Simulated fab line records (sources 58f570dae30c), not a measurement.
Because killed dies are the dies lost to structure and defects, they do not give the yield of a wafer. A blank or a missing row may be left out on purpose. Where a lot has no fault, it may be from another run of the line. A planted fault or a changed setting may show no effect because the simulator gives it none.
Problem report, 8D (eight disciplines) form, completed by code + flow berkeley_cmos170 + the parts of the form that need people (team, actions taken, sign-off) are left out

== 1. WHAT IS WRONG ==
Wafers free of any fault read 374 nm (standard deviation 5.1) for SPACER_TEOS_THK at UCB170_SPACER_THK_MEAS_01, against a mean of 328 nm on 12 wafers of 4 lots. Relative to the usual mean, that is a shift of -9.0 standard deviations.
Earliest sighting: wafer L701.1 on film_metro-04 at day 8 09:32. The record holds 45 wafers of 15 lots with a number at this step. The rule behind "out" and "out of limits": a value lying over 4 standard deviations away from the usual mean. All remaining wafers that have a number are taken as sound.

== 2. WHAT THIS IS AND IS NOT ==
| question                    | is                     | is not                                                                                 |
|-----------------------------|------------------------|----------------------------------------------------------------------------------------|
| which readings at this step | SPACER_TEOS_THK        | -                                                                                      |
| which lots                  | L701, L702, L704, L705 | L691, L693, L694, L695, L697, L698, L699, L708, L709, L711, L713                       |
| which wafers of those lots  | all that have a number | -                                                                                      |
| read on which gauges        | film_metro-04          | film_metro-01, film_metro-03                                                           |
| when                        | from day 8 09:32       | up to then (21 sound wafers); but 12 sound wafers of L708, L709, L711, L713 came after |

== 3. THE SUSPECTS, EACH WITH WHAT RULES IT OUT ==
Counting: a tool at a process step up to the reading stays a suspect if it ran every lot that is out and no sound lot after the first of them.
- the gauge at UCB170_SPACER_THK_MEAS_01: kept. All the wafers that are out were read on film_metro-04, and no step on other tools shows them out.
- pecvd-02 at UCB170_SPACER_CVD_00 (deposits SiO2 from TEOS/O2, target thk 376 nm, time 47 s): kept. All lots that are out passed through it, beginning with L701 at day 8 09:30, and no sound lot followed; its final sound lot before that point was L699 at day 8 02:48.
After counting, pecvd-02 at UCB170_SPACER_CVD_00 and film_metro-04 at UCB170_SPACER_THK_MEAS_01 remain.

== 4. THE CAUSE (what the simulator had put in) ==
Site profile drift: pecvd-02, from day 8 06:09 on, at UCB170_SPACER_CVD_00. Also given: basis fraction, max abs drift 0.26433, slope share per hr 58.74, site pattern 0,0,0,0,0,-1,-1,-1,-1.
Of the 2 suspects that counting leaves, this tool is one.

== 5. THE EFFECT CHAIN, in route order ==
Rows list readings where the struck wafers' mean (over those with a number) sits beyond 3 standard deviations from the usual. Readings are gone through only where the record gives a usual standard deviation; hours: the median, over the lots, of the time from a lot's start at the first step in this table giving one to that lot's start at this step; sigmas: the change measured in usual standard deviations.
| hours | step                      | reading         | usual      | on struck wafers | change | sigmas |
|-------|---------------------------|-----------------|------------|------------------|--------|--------|
| 0     | UCB170_SPACER_THK_MEAS_01 | SPACER_TEOS_THK | 374 nm     | 328              | -46    | -9.0   |
| 5     | UCB170_SPACER_ETCHBACK_03 | oes_product_au  | 0.897 a.u. | 0.816            | -0.081 | -5.8   |
The process steps in it:
- UCB170_SPACER_ETCHBACK_03: etches SiO2 in CHF3/CF4/Ar, stops on Si, target depth 376 nm, time 100 s.
Later measuring or inspecting steps at which every struck wafer that the step has a row for has a number for every such reading, and none has moved that far: UCB170_NSD_TW_MEAS_10.

== 6. WHAT WOULD HAVE CAUGHT IT SOONER ==
In this record the first reading out of limits at a measuring or inspecting step was taken at day 8 09:32, 3 hours after the fault began at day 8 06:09.
Tool readings at UCB170_SPACER_CVD_00 with a usual standard deviation given in the record: none out on any struck wafer, hence no alarm at a limit of 4 standard deviations on them.
Lots out: 4; of these, L702, L704, L705 started UCB170_SPACER_CVD_00 on pecvd-02 after day 8 09:32. A hold on the tool at that time would have spared those 3.
